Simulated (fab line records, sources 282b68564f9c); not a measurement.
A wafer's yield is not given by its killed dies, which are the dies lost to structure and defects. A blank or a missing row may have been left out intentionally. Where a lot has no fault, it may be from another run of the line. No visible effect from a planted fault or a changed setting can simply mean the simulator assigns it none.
fab line records    flow rit_cmos
record lots=6  wafers=18  last_day=7
route steps=202 shown ACTIVE@2 FOX1@20 FOX2@23 M1@202
lots with no fault: from the same line, run without faults
start_h: hours from the record's opening day to when the first of the lot's shown wafers began    wait_h: hours elapsed since this lot's preceding step    " identical to the entry in the row above    L1.1+2: a row that stands for several wafers    - no value, or no start given    * or withheld: withheld    < > ~ a bound
route shown NAME@n: NAME is a module with steps in the file, n the number in the route of the first one    usual: mean/standard deviation of fault-free wafers    same: alike in all rows    chamber/n: place in a boat    sites: the reading at each site    _std_site: their standard deviation    _edge_site: mean of outer sites minus mean of inner sites    radius_mm: for every site, how far away it sits from the centre of the wafer    mask NAME#n: copy n    behind: the most recent tool/chamber to have shaped the wafer    hold: reason for holding the lot/hours on hold/outcome of the hold    device: which transistor (n, p or np) failed to switch    end of line: the same wafers' tests at the end of the route    a step without rows: its recipe alone    killed: dies that structure and defects cost at the first sort, which is not the same as the wafer's yield    map: the dies of a wafer, with x for killed, . for not killed, _ for no die there
set.NAME: the setting that was run; set.NAME@STEP: the one run at that earlier step    model.NAME: the simulator's own value behind a step, which no gauge read
certain route steps with their lots: each step a table, each wafer a row
services: from which hour (start_h, from the record's first day; less than 0 if before it) a tool's chamber was out of use, for how many hours, and why
## steps
# step RIT_ACTIVE_OXIDATION_01
# recipe temp_c=1000  ambient=O2  target_thk_a=468  ox_time_s=3360
# step RIT_ACTIVE_THK_MEAS_02
# recipe reads=SiO2_of_ACTIVE_OXIDATION_01
# usual ACTIVE_OXIDE_THK=46.9/0.76
lot.wafer  tool           chamber  start_h  wait_h  ACTIVE_OXIDE_THK[nm]
L333.1     film_metro-02  -        38.19    0.0     46.4
L333.2     "              -        "        "       47.5
L333.6     "              -        "        "       47.1
L334.2     film_metro-01  -        42.37    0.0     46.2
L334.4     "              -        "        "       46.5
L334.5     "              -        "        "       46.3
L344.3     film_metro-02  -        92.07    0.0     47.9
L344.5     "              -        "        "       47.3
L344.6     "              -        "        "       47.2
L346.1     film_metro-01  -        102.37   0.0     47.0
L346.3     "              -        "        "       47.2
L346.4     "              -        "        "       47.0
L348.2     film_metro-01  -        112.08   0.0     47.4
L348.3     "              -        "        "       47.7
L348.4     "              -        "        "       47.8
L351.1     film_metro-03  -        127.05   0.0     45.9
L351.2     "              -        "        "       46.2
L351.4     "              -        "        "       46.1
# step RIT_ACTIVE_CVD_03
# recipe material=Si3N4  target_thk_nm=150  temp_c=810  precursor=SiH2Cl2/NH3  time_s=1500  pressure_mtorr=300  sih2cl2_flow_sccm=60  nh3_flow_sccm=150
# step RIT_ACTIVE_THK_MEAS_04
# recipe reads=Si3N4_of_ACTIVE_CVD_03
# usual ACTIVE_NITRIDE_THK=150.4/1.5
lot.wafer  tool           chamber  start_h  wait_h  ACTIVE_NITRIDE_THK[nm]
L333.1     film_metro-03  -        39.67    0.0     149.3
L333.2     "              -        "        "       149.2
L333.6     "              -        "        "       149.3
L334.2     film_metro-01  -        43.85    0.0     149.3
L334.4     "              -        "        "       149.3
L334.5     "              -        "        "       150.0
L344.3     film_metro-01  -        93.55    0.0     149.1
L344.5     "              -        "        "       147.1
L344.6     "              -        "        "       147.8
L346.1     film_metro-02  -        105.15   0.0     148.4
L346.3     "              -        "        "       151.1
L346.4     "              -        "        "       149.4
L348.2     film_metro-01  -        113.80   0.0     150.2
L348.3     "              -        "        "       150.0
L348.4     "              -        "        "       149.9
L351.1     film_metro-01  -        128.77   0.0     150.1
L351.2     "              -        "        "       151.7
L351.4     "              -        "        "       148.9
# step RIT_ACTIVE_HMDS_05
# recipe prime_time_s=60  prime_temp_c=140
# step RIT_ACTIVE_COAT_06
# recipe resist=NOVOLAK  spin_rpm=3250  resist_thk_nm=1000
# step RIT_ACTIVE_SOFTBAKE_07
# recipe resist=NOVOLAK  temp_c=90  time_s=60
# step RIT_ACTIVE_EXPOSE_08
# recipe mask_id=M1  na=0.6  source_shape=conventional  sigma_outer=0.6  target_cd_nm=1400  dose_mj=225
# step RIT_ACTIVE_PEB_09
# recipe resist=NOVOLAK  temp_c=withheld  time_s=withheld
# step RIT_ACTIVE_DEVELOP_10
# recipe resist=NOVOLAK  develop_time_s=50  dev_temp_c=24.11
# step RIT_ACTIVE_CD_MEAS_11
# recipe target_cd_nm=1400
# usual cd_nm=1400.4/1.9
lot.wafer  tool       chamber  start_h  wait_h  cd_nm
L333.1     cd_sem-01  -        40.58    -       1400.5
L333.2     "          -        "        "       1398.5
L333.6     "          -        "        "       1399.8
L334.2     cd_sem-02  -        44.76    -       1401.0
L334.4     "          -        "        "       1401.0
L334.5     "          -        "        "       1397.1
L344.3     cd_sem-02  -        94.68    -       1396.7
L344.5     "          -        "        "       1400.8
L344.6     "          -        "        "       1399.6
L346.1     cd_sem-01  -        106.18   -       1400.5
L346.3     "          -        "        "       1398.5
L346.4     "          -        "        "       1400.3
L348.2     cd_sem-01  -        114.72   -       1398.2
L348.3     "          -        "        "       1400.4
L348.4     "          -        "        "       1398.1
L351.1     cd_sem-01  -        129.68   -       1399.5
L351.2     "          -        "        "       1401.4
L351.4     "          -        "        "       1398.9
# step RIT_ACTIVE_HARDBAKE_12
# recipe resist=NOVOLAK  temp_c=140  time_s=60
# step RIT_ACTIVE_ETCH_13
# recipe stop_on=SiO2  chemistry=SF6  target=Si3N4  time_s=210  over_etch_frac=0.4  SF6_flow_sccm=200  pressure_mtorr=260  rf_w=125  target_depth_a=2100
# usual chamber_pressure_mTorr=260.01/0.25  drypump_motor_current_A=5.60/0.3  oes_product_au=0.817/0.014  throttle_valve_pct=7.47/0.12
lot.wafer  tool         chamber  start_h  wait_h  chamber_pressure_mTorr  drypump_motor_current_A  oes_product_au  rf_hours_counter_h  throttle_valve_pct  model.NOVOLAK_of_ACTIVE_COAT_06.thk_nm  model.SiO2_of_ACTIVE_OXIDATION_01.thk_nm  model.ACTIVE.feature_depth_nm
L333.1     rie_diel-04  1        40.85    0.1     260.22                  5.20                     0.818           39                  7.27                652.1                                   44.9                                      150.7
L333.2     "            3        "        "       260.14                  5.46                     0.819           12                  7.51                662.9                                   47.46                                     149.3
L333.6     "            1        "        "       260.13                  5.19                     0.816           -                   7.27                649.6                                   45.65                                     150.8
L334.2     rie_diel-02  1        45.01    0.1     260.32                  5.72                     0.807           4                   7.39                660.2                                   46.16                                     149.4
L334.4     "            3        "        "       260.18                  6.07                     0.848           26                  7.57                659.9                                   46.53                                     149.4
L334.5     "            1        "        "       260.18                  5.73                     0.803           -                   7.36                662.6                                   46.34                                     150
L344.3     rie_diel-04  0        94.91    0.1     260.40                  5.51                     0.883           151                 7.55                684.9                                   47.93                                     149.1
L344.5     "            0        "        "       260.10                  5.54                     0.899           -                   7.56                688.2                                   47.3                                      147.1
L344.6     "            1        "        "       259.53                  5.19                     0.889           -                   7.27                690.8                                   47.25                                     147.8
L346.1     rie_diel-04  2        106.45   0.1     260.13                  5.69                     0.878           7                   7.51                698.5                                   47.03                                     148.4
L346.3     "            0        "        "       260.72                  5.51                     0.907           151                 7.55                685.8                                   47.21                                     151.1
L346.4     "            3        "        "       259.65                  5.46                     0.904           13                  7.50                691.1                                   46.96                                     149.5
L348.2     rie_diel-03  0        114.97   0.1     259.97                  5.57                     0.801           6                   7.66                661.5                                   47.4                                      150.3
L348.3     "            3        "        "       260.07                  5.78                     0.814           137                 7.46                652                                     45.26                                     152.6
L348.4     "            3        "        "       259.83                  5.78                     0.816           -                   7.48                653.7                                   45.22                                     152.4
L351.1     rie_diel-02  3        129.95   0.1     259.84                  6.09                     0.841           28                  7.56                659.2                                   45.92                                     149.9
L351.2     "            1        "        "       260.20                  5.75                     0.801           6                   7.37                662.2                                   46.15                                     151.8
L351.4     "            2        "        "       260.24                  5.74                     0.827           73                  7.50                659.7                                   46.12                                     148.9
# step RIT_ACTIVE_STRIP_14
# recipe chemistry=O2  time_s=180  resist=NOVOLAK  platen_temp_c=withheld  power_w=500  pressure_mtorr=4000  o2_flow_sccm=4000
# usual chamber_pressure_mTorr=4000/3.5  drypump_motor_current_A=5.92/0.3
lot.wafer  tool             chamber  start_h  wait_h  chamber_pressure_mTorr  drypump_motor_current_A  rf_hours_counter_h
L333.1     plasma_asher-01  0        40.98    0.1     3998                    5.65                     40
L333.2     "                1        "        "       3996                    6.37                     40
L333.6     "                0        "        "       4000                    5.66                     -
L334.2     plasma_asher-01  1        45.15    0.1     3999                    6.37                     41
L334.4     "                1        "        "       4004                    6.35                     -
L334.5     "                1        "        "       4000                    6.38                     -
L344.3     plasma_asher-04  1        95.10    0.1     4002                    5.38                     -
L344.5     "                0        "        "       3991                    5.79                     -
L344.6     "                1        "        "       3997                    5.37                     -
L346.1     plasma_asher-04  1        106.58   0.1     4006                    5.38                     32
L346.3     "                0        "        "       3998                    5.80                     -
L346.4     "                1        "        "       4004                    5.39                     -
L348.2     plasma_asher-01  0        115.10   0.1     4002                    5.64                     45
L348.3     "                0        "        "       3998                    5.64                     -
L348.4     "                1        "        "       4001                    6.35                     -
L351.1     plasma_asher-01  1        130.09   0.1     4001                    6.37                     48
L351.2     "                0        "        "       4004                    5.65                     48
L351.4     "                1        "        "       4002                    6.38                     -
# step RIT_ACTIVE_CD_MEAS_90
# recipe target_cd_nm=1400
# usual cd_nm=1400.3/1.9
lot.wafer  tool       chamber  start_h  wait_h  cd_nm
L333.1     cd_sem-01  -        41.16    0.1     1400.0
L333.2     "          -        "        "       1398.6
L333.6     "          -        "        "       1399.5
L334.2     cd_sem-02  -        45.34    0.1     1400.8
L334.4     "          -        "        "       1401.0
L334.5     "          -        "        "       1397.6
L344.3     cd_sem-01  -        95.26    0.1     1397.5
L344.5     "          -        "        "       1400.9
L344.6     "          -        "        "       1399.8
L346.1     cd_sem-02  -        106.76   0.1     1400.7
L346.3     "          -        "        "       1398.9
L346.4     "          -        "        "       1400.5
L348.2     cd_sem-02  -        115.29   0.1     1398.2
L348.3     "          -        "        "       1400.2
L348.4     "          -        "        "       1398.0
L351.1     cd_sem-01  -        130.26   0.1     1399.3
L351.2     "          -        "        "       1402.0
L351.4     "          -        "        "       1398.7
# step RIT_ACTIVE_CLEAN_15
# recipe chemistry=SC1  mix=3:3:50  time_s=600  temp_c=75
# step RIT_ACTIVE_CLEAN_16
# recipe chemistry=dHF  dilution=50:1  time_s=30
# step RIT_ACTIVE_CLEAN_17
# recipe chemistry=SC2  mix=3:3:50  time_s=600  temp_c=75  dry=n2_spin
# step RIT_FOX1_OXIDATION_00
# recipe temp_c=1100  ambient=H2O  target_thk_a=3507  p_h2o_torr=720  ox_time_s=1130
# step RIT_FOX1_THK_MEAS_01
# recipe reads=SiO2_of_FOX1_OXIDATION_00
# usual FOX1_OXIDE_THK=349/7.6
lot.wafer  tool           chamber  start_h  wait_h  FOX1_OXIDE_THK[nm]
L333.1     film_metro-04  -        43.23    0.0     352
L333.2     "              -        "        "       350
L333.6     "              -        "        "       349
L334.2     film_metro-01  -        49.11    0.0     352
L334.4     "              -        "        "       349
L334.5     "              -        "        "       359
L344.3     film_metro-04  -        98.45    0.0     343
L344.5     "              -        "        "       337
L344.6     "              -        "        "       339
L346.1     film_metro-01  -        110.36   0.0     346
L346.3     "              -        "        "       348
L346.4     "              -        "        "       345
L348.2     film_metro-04  -        119.29   0.0     353
L348.3     "              -        "        "       345
L348.4     "              -        "        "       355
L351.1     film_metro-04  -        134.89   0.0     345
L351.2     "              -        "        "       340
L351.4     "              -        "        "       340
# step RIT_FOX1_WET_ETCH_02
# recipe chemistry=BOE  target_depth_nm=350  time_s=390  temp_c=21.5  dry=n2_spin  dilution=10:1  target=SiO2
# step RIT_FOX2_OXIDATION_00
# recipe temp_c=1096  ambient=H2O  target_thk_a=3507  p_h2o_torr=720  ox_time_s=1130
# step RIT_FOX2_THK_MEAS_01
# recipe reads=SiO2_of_FOX2_OXIDATION_00
# usual FOX2_OXIDE_THK=344/6.7
lot.wafer  tool           chamber  start_h  wait_h  FOX2_OXIDE_THK[nm]
L333.1     film_metro-02  -        46.98    0.0     343
L333.2     "              -        "        "       346
L333.6     "              -        "        "       335
L334.2     film_metro-03  -        50.85    0.0     356
L334.4     "              -        "        "       352
L334.5     "              -        "        "       350
L344.3     film_metro-02  -        99.94    0.0     349
L344.5     "              -        "        "       345
L344.6     "              -        "        "       344
L346.1     film_metro-04  -        112.21   0.0     339
L346.3     "              -        "        "       344
L346.4     "              -        "        "       345
L348.2     film_metro-03  -        121.77   0.0     346
L348.3     "              -        "        "       343
L348.4     "              -        "        "       345
L351.1     film_metro-04  -        136.38   0.0     350
L351.2     "              -        "        "       342
L351.4     "              -        "        "       342
# step RIT_FOX2_CLEAN_02
# recipe chemistry=dHF  dilution=50:1  time_s=180
# step RIT_FOX2_WET_ETCH_03
# recipe chemistry=H3PO4  target=Si3N4  target_depth_nm=195  temp_c=165  time_s=2700
lot.wafer  tool          chamber  start_h  wait_h  model.SiO2_of_ACTIVE_OXIDATION_01.thk_nm
L333.1     wet_bench-04  2        47.10    0.0     40
L333.2     "             2        "        "       42.29
L333.6     "             2        "        "       40.62
L334.2     wet_bench-04  2        50.96    0.0     40.91
L334.4     "             2        "        "       41.25
L334.5     "             2        "        "       41.07
L344.3     wet_bench-04  0        100.04   0.0     42.57
L344.5     "             0        "        "       42
L344.6     "             0        "        "       41.98
L346.1     wet_bench-02  2        112.32   0.0     41.94
L346.3     "             2        "        "       42.1
L346.4     "             2        "        "       41.84
L348.2     wet_bench-04  0        121.89   0.0     42.26
L348.3     "             0        "        "       40.4
L348.4     "             0        "        "       40.32
L351.1     wet_bench-03  3        136.50   0.0     40.61
L351.2     "             3        "        "       40.83
L351.4     "             3        "        "       40.8
# step RIT_FOX2_THK_MEAS_90
# recipe reads=SiO2_of_FOX2_OXIDATION_00
# usual FIELD_OXIDE_LEFT_1_THK=317/6.6
lot.wafer  tool           chamber  start_h  wait_h  FIELD_OXIDE_LEFT_1_THK[nm]
L333.1     film_metro-03  -        47.92    0.0     316
L333.2     "              -        "        "       319
L333.6     "              -        "        "       308
L334.2     film_metro-03  -        51.73    0.0     329
L334.4     "              -        "        "       324
L334.5     "              -        "        "       323
L344.3     film_metro-03  -        100.82   0.0     321
L344.5     "              -        "        "       318
L344.6     "              -        "        "       317
L346.1     film_metro-02  -        113.08   0.0     313
L346.3     "              -        "        "       317
L346.4     "              -        "        "       318
L348.2     film_metro-02  -        122.72   0.0     319
L348.3     "              -        "        "       315
L348.4     "              -        "        "       318
L351.1     film_metro-04  -        137.26   0.0     322
L351.2     "              -        "        "       314
L351.4     "              -        "        "       315
# step RIT_M1_PROBE_99
# usual killed_at_contacts=0.1/0.25  killed_at_front_end=6.8/2.9  killed_dies=6.9/2.9  killed_on_rim=1.7/1.3  killed_open=3.3/1.9  killed_short=3.6/1.9
# same gross_dies=264  killed_at_M0_to_M3=0  killed_at_M4_up=0  killed_at_back_side=0  killed_at_other=0
lot.wafer  tool       chamber  start_h  wait_h  killed_at_contacts  killed_at_front_end  killed_dies  killed_on_rim  killed_open  killed_short
L333.1     prober-01  -        89.42    0.1     0                   8                    8            4              6            2
L333.2     prober-01  -        89.47    0.1     0                   3                    3            1              2            1
L333.6     prober-01  -        89.67    0.2     0                   10                   10           4              3            7
L334.2     prober-01  -        99.02    0.1     0                   4                    4            1              2            2
L334.4     prober-01  -        99.12    0.2     0                   5                    5            0              2            3
L334.5     prober-01  -        99.17    0.2     0                   8                    8            1              4            4
L344.3     prober-01  -        139.53   0.2     0                   7                    7            2              3            4
L344.5     prober-01  -        139.63   0.2     0                   5                    5            2              2            3
L344.6     prober-01  -        139.68   0.2     0                   12                   12           2              4            8
L348.2     prober-01  -        164.30   0.1     0                   7                    7            2              4            3
L348.3     prober-01  -        164.35   0.2     0                   5                    5            0              4            1
L348.4     prober-01  -        164.40   0.2     0                   4                    4            0              1            3
# killed by level:class
L333.1 GATE:geometric_particle:open=4 FOX2:geometric_particle:open=1 FOX2:geometric_particle:short=1 SPACER:geometric_particle:short=1 SPACER:geometric_particle:open=1
L333.2 GATE:geometric_particle:short=1 GATE:geometric_particle:open=1 SPACER:geometric_particle:open=1
L333.6 SPACER:geometric_particle:short=5 FOX2:geometric_particle:open=2 FOX2:geometric_particle:short=1 GATE:geometric_particle:open=1 GATE:geometric_particle:short=1
L334.2 GATE:geometric_particle:short=1 GATE:geometric_particle:open=1 REOX:geometric_particle:short=1 REOX:geometric_particle:open=1
L334.4 FOX1:geometric_particle:short=1 FOX2:geometric_particle:open=1 FOX2:geometric_particle:short=1 GATE:geometric_particle:short=1 SPACER:geometric_particle:open=1
L334.5 REOX:geometric_particle:open=2 SPACER:geometric_particle:short=2 FOX1:geometric_particle:open=1 FOX1:geometric_particle:short=1 SILICIDE:geometric_particle:open=1 SILICIDE:geometric_particle:short=1
L344.3 FOX1:geometric_particle:short=2 GATE:geometric_particle:open=2 FOX2:geometric_particle:short=1 REOX:geometric_particle:short=1 REOX:geometric_particle:open=1
L344.5 SILICIDE:geometric_particle:short=2 FOX1:geometric_particle:open=1 REOX:geometric_particle:short=1 SILICIDE:geometric_particle:open=1
L344.6 REOX:geometric_particle:short=4 FOX1:geometric_particle:open=3 SILICIDE:geometric_particle:short=2 FOX1:geometric_particle:short=1 GATE:geometric_particle:short=1 REOX:geometric_particle:open=1
L348.2 REOX:geometric_particle:open=2 FOX2:geometric_particle:short=1 GATE:geometric_particle:short=1 GATE:geometric_particle:open=1 REOX:geometric_particle:short=1 SPACER:geometric_particle:open=1
L348.3 REOX:geometric_particle:open=2 SPACER:geometric_particle:open=2 FOX2:geometric_particle:short=1
L348.4 REOX:geometric_particle:short=2 GATE:geometric_particle:short=1 SPACER:geometric_particle:open=1
## services
tool             chamber  start_h  hours  kind
plasma_asher-01  -        37.51    3.4    repair
rie_diel-03      1        48.46    8.1    repair
plasma_asher-01  -        48.61    8.9    repair
rie_diel-04      3        52.55    3.8    repair
plasma_asher-01  -        74.01    19.3   repair
wet_bench-03     -        105.54   1.9    repair
rie_diel-03      2        109.57   15.8   repair
rie_diel-04      2        121.33   7.5    repair
## key
first_sign step=RIT_ACTIVE_ETCH_13  reading=oes_product_au  direction=up  sigmas=5.5  usual=0.817  struck=0.893
effect none on later readings
model_effect step=RIT_ACTIVE_ETCH_13  value=NOVOLAK_of_ACTIVE_COAT_06.thk_nm  without=652.4  struck=689.9
model_effect step=RIT_FOX2_WET_ETCH_03  value=SiO2_of_ACTIVE_OXIDATION_01.thk_nm  without=40.57  struck=42.07
met_at RIT_ACTIVE_ETCH_13
struck_wafers L344.3,L344.5,L344.6,L346.1,L346.3,L346.4
tester_left_out L344,L346
onset_between 40.85 94.91
fault kind=process_parameter_drift  tool=rie_diel-04  chamber=-  onset_h=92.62  steps=RIT_ACTIVE_ETCH_13  channel=target_depth_a  offset=-338.65  shape=step  end_h=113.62  acts_in=these_recipes_only  stated=2100
# tester_left_out: of these lots the tester's yield and bins aren't shown, on N5 and GAA mostly nor the transistor test; their killed dies are dies lost to structure and defects alone, not to doping, threshold or leakage, so they don't give the yield
